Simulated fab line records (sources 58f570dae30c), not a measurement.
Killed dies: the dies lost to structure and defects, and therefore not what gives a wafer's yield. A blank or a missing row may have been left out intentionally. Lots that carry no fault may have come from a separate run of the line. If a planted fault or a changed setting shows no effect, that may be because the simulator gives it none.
Comparing a struck lot with a sound one ; flow berkeley cmos170 ; 38 out of 331 route steps
Sound: these wafers, L529.2, L529.3, L529.5. Wafers L539.1, L539.3, L539.5 were the ones struck. The cause is named last.
For every step that has rows: the tool of each side, followed by ch and its chambers, followed by its first start. Under that, the readings that differ: sound wafers ; struck wafers ; difference of the means ; sigmas: that difference in standard deviations of wafers without a fault.
alike: words and numbers the same on both sides, and readings whose means are apart by under 2 such deviations; not compared: readings that were withheld, readings missing a value for some wafer, numbers with overlapping values and no deviation given by the record, and bounds like >300 which may hide the same value.
The two part at a step that has a row with sigmas, a row that says differs or no value, or rows on one side only. Numbers that don't overlap but have no deviation are shown without sigmas and don't part them. A reading missing from all wafers of one side parts the sides only when that side holds two or more wafers.

first, 4 steps without rows for these wafers: UCB170_PWELL_WET_ETCH_19 (etches Si3N4 in H3PO4, time 14400 s); UCB170_PWELL_WET_ETCH_20 (etches SiO2 in BOE, time 22 s); UCB170_WELLDRIVE_CLEAN_00 (cleans in SPM, time 600 s); UCB170_WELLDRIVE_OXIDATION_01 (target thk 199 nm, ox time 9000 s).
UCB170_WELLDRIVE_THK_MEAS_02:
  sound on film metro-01 at day 3 13:12; struck on film metro-01 at day 5 17:48
  alike: WELLDRIVE_OXIDE_THK
then, 5 steps without rows for these wafers: UCB170_WELLDRIVE_ANNEAL_03 (time 900 s); UCB170_WELLDRIVE_WET_ETCH_04 (etches SiO2 in BOE, time 120 s); UCB170_ACTIVE_CLEAN_00 (cleans in SPM, time 600 s); UCB170_ACTIVE_CLEAN_01 (cleans in dHF, time 60 s); UCB170_ACTIVE_OXIDATION_02 (target thk 26.4 nm, ox time 1260 s).
UCB170_ACTIVE_THK_MEAS_03:
  sound on film metro-03 at day 3 20:26; struck on film metro-02 at day 6 04:21
  alike: ACTIVE_OXIDE_THK
then, 1 step without rows for these wafers: UCB170_ACTIVE_ANNEAL_04 (time 900 s).
UCB170_ACTIVE_CVD_05: deposits Si3N4 from SiH2Cl2/NH3, target thk 220 nm, time 3300 s.
  sound on lpcvd-01 ch 0, day 4 00:17; struck on lpcvd-01 ch 0, day 6 10:07
reading;sound;struck;difference;sigmas
model.Si3N4_of_ACTIVE_CVD_05.thk nm (nm);223.5 222 223;233.1 230.9 234.2;+9.9;
  alike: sih2cl2 flow sccm
UCB170_ACTIVE_THK_MEAS_06:
  sound on film metro-02 at day 4 02:13; struck on film metro-02 at day 6 12:16
reading;sound;struck;difference;sigmas
ACTIVE_NITRIDE_THK (nm);223.3 222.1 223.2;233.0 230.9 234.3;+9.9;+6
  not compared: hold
then, 5 steps without rows for these wafers: UCB170_ACTIVE_COAT_08 (resist thk 900 nm); UCB170_ACTIVE_SOFTBAKE_09 (time 60 s); UCB170_ACTIVE_EXPOSE_10 (exposes mask ACTIVE, target cd 1200 nm); UCB170_ACTIVE_PEB_11; UCB170_ACTIVE_DEVELOP_12 (develop time 45 s).
UCB170_ACTIVE_CD_MEAS_13: target cd 1200 nm.
  sound on cd sem-01 at day 4 03:22; struck on cd sem-01 at day 6 15:37
reading;sound;struck;difference;sigmas
cd nm (nm);1196.6 1198.1 1197.1;1202.8 1201.9 1203.6;+5.5;+4
UCB170_ACTIVE_OVL_MEAS_14:
  sound on overlay-01 at day 4 03:28; struck on overlay-02 at day 6 15:44
  alike: ACTIVE_OVL
UCB170_ACTIVE_ETCH_15: etches Si3N4 in CH3F/Ar/O2, stops on SiO2, target depth 242 nm, time 151 s.
  sound on rie diel-03 ch 0,1,2, day 4 03:30; struck on rie diel-03 ch 0,1,2, day 6 15:46
reading;sound;struck;difference;sigmas
model.etch.depth nm (nm);223.5 222 223;233.1 230.9 234.2;+9.9;
  alike: drypump motor current A, oes product au, throttle valve pct
  not compared: rf hours counter h
UCB170_ACTIVE_STRIP_16: strips in O2.
  sound on plasma asher-03 ch 0,1, day 4 03:36; struck on plasma asher-03 ch 0,1, day 6 15:59
  alike: drypump motor current A, o2 flow sccm, oes product au, strip time to endpoint s
  not compared: rf hours counter h
UCB170_ACTIVE_CD_MEAS_90: target cd 1200 nm.
  sound on cd sem-01 at day 4 03:43; struck on cd sem-02 at day 6 16:06
reading;sound;struck;difference;sigmas
cd nm (nm);1196.3 1198.4 1197.5;1202.9 1202.3 1203.3;+5.4;+4
then, 7 steps without rows for these wafers: UCB170_ACTIVE_CLEAN_17 (cleans in SPM, time 600 s); UCB170_PFIELD_HMDS_00 (prime time 60 s); UCB170_PFIELD_COAT_01 (resist thk 900 nm); UCB170_PFIELD_SOFTBAKE_02 (time 60 s); UCB170_PFIELD_EXPOSE_03 (exposes mask PFIELD, target cd 1500 nm); UCB170_PFIELD_PEB_04; UCB170_PFIELD_DEVELOP_05 (develop time 45 s).
UCB170_PFIELD_OVL_MEAS_06:
  sound on overlay-02 at day 4 05:22; struck on overlay-02 at day 6 17:43
reading;sound;struck;difference;sigmas
PFIELD_OVL (nm);-4 -5 -3;0 17 20;+16;+3
next, for these wafers, 1 step has no rows: UCB170_PFIELD_IMPLANT_07.
UCB170_PFIELD_STRIP_08: strips in O2.
  sound on plasma asher-02 ch 0,1, day 4 05:33; struck on plasma asher-04 ch 1, day 6 17:53
reading;sound;struck;difference;sigmas
strip time to endpoint s (s);21.75 21.65 21.74;21.57 21.52 21.62;-0.14;-2
  alike: drypump motor current A, o2 flow sccm, oes product au
  not compared: rf hours counter h
UCB170_PFIELD_TW_MEAS_09:
  sound on film metro-03 at day 4 05:40; struck on film metro-01 at day 6 18:03
reading;sound;struck;difference;sigmas
PFIELD_TW;612 609 609;598 593 597;-14;-3
then, 1 step without rows for these wafers: UCB170_FIELD_CLEAN_00 (cleans in dHF, time 7.5 s).
UCB170_FIELD_OXIDATION_01: target thk 558.3 nm, ox time 7200 s.
  sound on furnace-03 ch 0, day 4 08:06; struck on furnace-04 ch 0, day 6 19:19
reading;sound;struck;difference;sigmas
model.Si3N4_of_ACTIVE_CVD_05.thk nm (nm);216.2 214.8 215.8;225.8 223.6 226.9;+9.8;
UCB170_FIELD_THK_MEAS_02:
  sound on film metro-04 at day 4 11:07; struck on film metro-03 at day 6 22:19
  alike: FIELD_OXIDE_THK

WHERE THEY PART
Earliest at UCB170_ACTIVE_THK_MEAS_06; latest, in this record, at UCB170_PFIELD_TW_MEAS_09. Later steps at which nothing parts them and some readings are alike: UCB170_FIELD_THK_MEAS_02.

WHY: what had been put in by the simulator
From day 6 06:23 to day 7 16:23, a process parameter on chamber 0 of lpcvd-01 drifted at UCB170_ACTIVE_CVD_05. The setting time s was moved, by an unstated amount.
